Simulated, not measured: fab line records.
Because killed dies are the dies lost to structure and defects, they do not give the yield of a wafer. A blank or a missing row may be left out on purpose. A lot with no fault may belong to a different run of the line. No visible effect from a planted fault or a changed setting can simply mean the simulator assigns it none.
Struck lot and sound lot, side by side    flow rit_cmos    43 steps out of a route of 202
Sound: the wafers L829.1, L829.3, L829.5. Struck: wafer L845.2. (L845.4, L845.6 of the same lot were not struck and are left out.) The cause comes at the end.
Each step with rows lists, per side, the tool, then ch with its chambers, then its first start. Under that, the readings that differ: sound wafers    struck wafers    difference of the means    sigmas: that difference in standard deviations of wafers without a fault.
alike: a reading whose means differ by less than 2 such deviations, as well as words and numbers matching on both sides. not compared: withheld readings; readings where some wafer has no value; bounds like >300 that might hide an equal value; numbers whose values overlap and for which the record gives no deviation.
The two part at a step that has a row with sigmas, a row that says differs or no value, or rows on one side only. Numbers that have no deviation but don't overlap get no sigmas and don't part them. A reading missing from all wafers of one side parts the sides only when that side holds two or more wafers.

first, 1 step without rows for these wafers: RIT_ACTIVE_OXIDATION_01 (target thk 46.8 nm, ox time 3360 s).
RIT_ACTIVE_THK_MEAS_02:
  sound on film_metro-04 at day 1 22:06; struck on film_metro-04 at day 5 06:04
  alike: ACTIVE_OXIDE_THK
then, 1 step without rows for these wafers: RIT_ACTIVE_CVD_03 (deposits Si3N4 from SiH2Cl2/NH3, target thk 150 nm, time 1500 s).
RIT_ACTIVE_THK_MEAS_04:
  sound on film_metro-03 at day 1 23:34; struck on film_metro-03 at day 5 07:33
  alike: ACTIVE_NITRIDE_THK
then, 6 steps without rows for these wafers: RIT_ACTIVE_HMDS_05 (prime time 60 s); RIT_ACTIVE_COAT_06 (resist thk 1000 nm); RIT_ACTIVE_SOFTBAKE_07 (time 60 s); RIT_ACTIVE_EXPOSE_08 (exposes mask M1, target cd 1400 nm); RIT_ACTIVE_PEB_09; RIT_ACTIVE_DEVELOP_10 (develop time 48.86 s).
RIT_ACTIVE_CD_MEAS_11 targets a cd of 1400 nm.
  sound on cd_sem-01 at day 2 00:29; struck on cd_sem-02 at day 5 08:28
reading     sound                 struck  difference  sigmas
cd_nm (nm)  1404.2 1402.7 1401.4  1394.3  -8.5        -4
then, 1 step without rows for these wafers: RIT_ACTIVE_HARDBAKE_12 (time 60 s).
RIT_ACTIVE_ETCH_13: etches Si3N4 in SF6, stops on SiO2, time 210 s, target depth 210 nm.
  sound on rie_diel-02 ch 0,2, day 2 00:45; struck on rie_diel-01 ch 3, day 5 08:44
reading                                      sound              struck  difference  sigmas
model.NOVOLAK_of_ACTIVE_COAT_06.thk_nm (nm)  649.4 653.2 650.4  726.2   +75.2       
model.ACTIVE.feature_depth_nm (nm)           152 151.4 152.1    144.1   -7.7        
model.etch.depth_nm (nm)                     151.7 151.4 151.8  144.1   -7.5        
  alike: SF6_flow_sccm, drypump_motor_current_A, oes_product_au, throttle_valve_pct
  not compared: rf_hours_counter_h
RIT_ACTIVE_STRIP_14: strips in O2, time 180 s.
  sound on plasma_asher-01 ch 0, day 2 00:53; struck on plasma_asher-02 ch 1, day 5 08:53
reading                      sound        struck  difference  sigmas
drypump_motor_current_A (A)  5.7 5.7 5.7  6.6     +0.9        +2
  not compared: rf_hours_counter_h
RIT_ACTIVE_CD_MEAS_90 targets a cd of 1400 nm.
  sound on cd_sem-02 at day 2 01:04; struck on cd_sem-01 at day 5 09:04
reading     sound                 struck  difference  sigmas
cd_nm (nm)  1404.4 1403.1 1401.9  1395.1  -8.0        -4
then, 4 steps without rows for these wafers: RIT_ACTIVE_CLEAN_15 (cleans in SC1, time 600 s); RIT_ACTIVE_CLEAN_16 (cleans in dHF, time 30 s); RIT_ACTIVE_CLEAN_17 (cleans in SC2, time 600 s); RIT_FOX1_OXIDATION_00 (target thk 350.7 nm, ox time 1130 s).
RIT_FOX1_THK_MEAS_01:
  the record holds rows for the sound wafers here (film_metro-03, day 2 04:29) but none for the struck ones
then, 2 steps without rows for these wafers: RIT_FOX1_WET_ETCH_02 (etches SiO2 in BOE, target depth 350 nm, time 390 s); RIT_FOX2_OXIDATION_00 (target thk 350.7 nm, ox time 1130 s).
RIT_FOX2_THK_MEAS_01:
  the record holds rows for the sound wafers here (film_metro-01, day 2 05:59) but none for the struck ones
then, 2 steps without rows for these wafers: RIT_FOX2_CLEAN_02 (cleans in dHF, time 186.9 s); RIT_FOX2_WET_ETCH_03 (etches Si3N4 in H3PO4, target depth 195 nm, time 2700 s).
RIT_FOX2_THK_MEAS_90:
  the record holds rows for the sound wafers here (film_metro-01, day 2 06:52) but none for the struck ones
then, 6 steps without rows for these wafers: RIT_NWELL_HMDS_00 (prime time 60 s); RIT_NWELL_COAT_01 (resist thk 1300 nm); RIT_NWELL_SOFTBAKE_02 (time 60 s); RIT_NWELL_EXPOSE_03 (exposes mask M2, target cd 43900 nm); RIT_NWELL_PEB_04; RIT_NWELL_DEVELOP_05 (develop time 68 s).
RIT_NWELL_OVL_MEAS_06:
  the record holds rows for the sound wafers here (overlay-02, day 2 07:56) but none for the struck ones
then, 2 steps without rows for these wafers: RIT_NWELL_HARDBAKE_07 (time 120 s); RIT_NWELL_IMPLANT_08.
RIT_NWELL_STRIP_09: strips in O2, time 180 s.
  the record has rows for the sound wafers here (plasma_asher-01 ch 0,1, day 2 08:22) and none for the struck ones
RIT_NWELL_TW_MEAS_10:
  the record holds rows for the sound wafers here (film_metro-02, day 2 08:32) but none for the struck ones
then, 2 steps without rows for these wafers: RIT_PWELL_HMDS_00 (prime time 60 s); RIT_PWELL_COAT_01 (resist thk 1300 nm).
RIT_PWELL_SOFTBAKE_02: time 61.77 s.
  the record has rows for the sound wafers here (litho_track-04 ch 0, day 2 08:54) and none for the struck ones
then, 2 steps without rows for these wafers: RIT_PWELL_EXPOSE_03 (exposes mask M3, target cd 43700 nm); RIT_PWELL_PEB_04.
-- the record jumps here: 2 days lie between the struck wafers' starts before and after (it left off in module PWELL and takes up again in module M1, whose first step shown is number 202 of the route) --
RIT_M1_PROBE_99:
  sound on prober-01 at day 3 22:07; struck on prober-01 at day 7 13:51
reading              sound   struck                    difference                    sigmas
hold                 - - -   await_dispo/9.4h/release  no value on the sound wafers  
killed_at_front_end  4 5 10  263                       +257                          +89
killed_dies          4 5 10  263                       +257                          +89
killed_on_rim        0 0 1   70                        +70                           +50
  alike: killed_open, killed_short

WHERE THEY PART
Earliest at RIT_ACTIVE_CD_MEAS_11; latest, in this record, at RIT_M1_PROBE_99.

WHY: what the simulator had put in
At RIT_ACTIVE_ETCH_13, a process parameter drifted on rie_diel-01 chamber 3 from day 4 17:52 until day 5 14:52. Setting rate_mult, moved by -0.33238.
